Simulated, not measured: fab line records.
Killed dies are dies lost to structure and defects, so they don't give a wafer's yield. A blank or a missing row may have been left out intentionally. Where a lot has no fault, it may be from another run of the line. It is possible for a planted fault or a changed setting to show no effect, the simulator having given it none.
What tool caused it? ; flow berkeley-cmos170 ; 7 lots, 21 wafers sampled, at 2 steps of a route of 331

## WHAT THE GAUGES READ, wafer by wafer
UCB170_PSD_CD_MEAS_06: the cd target is 1200 nm.
lot;measured;on;cd-nm (nm)
L951;day 8 13:34;cd-sem-02;1200.3 1201.0 1201.8
L950;day 8 14:07;cd-sem-02;1200.6 1200.6 1199.7
L953;day 9 06:08;cd-sem-01;1198.7 1200.5 1198.9
L956;day 10 02:43;cd-sem-01;1199.5 1200.2 1200.6
L959;day 10 13:23;cd-sem-02;1201.7 1201.9 1200.7
L965;day 11 11:19;cd-sem-01;1201.5 1199.7 1199.8
L968;day 12 00:39;cd-sem-02;1200.5 1199.3 1199.8

## WHAT TOOL EACH LOT RAN ON (gives the tool, then ch and the chambers of the sampled wafers, and finally the start)
lot;UCB170_SPACER_ETCHBACK_03
L951;rie-diel-03 ch 0,2, day 8 11:53
L950;rie-diel-02 ch 0,3, day 8 11:57
L953;rie-diel-02 ch 1,3, day 9 04:50
L956;rie-diel-03 ch 1,2,3, day 10 01:32
L959;rie-diel-02 ch 1,2, day 10 12:01
L965;rie-diel-01 ch 2,3, day 11 07:43
L968;rie-diel-02 ch 0,3, day 11 22:04
- UCB170_SPACER_ETCHBACK_03: etches SiO2 in CHF3/CF4/Ar, stops on Si, target depth 376 nm, time 100 s.

## THE ANSWER, worked out from the rows above alone
Rule: usual is defined by the lots themselves. Put in order of their means at a reading, lots are off if they are a third of the lots or fewer, leave a main group of 4 or more, and stand apart from it by a gap of 3 or more times the standard deviation of the main group's means; of several such gaps the widest counts. A main group whose means are all the same, to the digits that the tables above print for the reading, isn't used. A lot without any number at a reading at which 4 lots or more have one is off too. Any other lot the step has rows for is counted as sound.
No lot is off at any reading shown: from this, nothing can be told.

## WHAT THE SIMULATOR PUT IN
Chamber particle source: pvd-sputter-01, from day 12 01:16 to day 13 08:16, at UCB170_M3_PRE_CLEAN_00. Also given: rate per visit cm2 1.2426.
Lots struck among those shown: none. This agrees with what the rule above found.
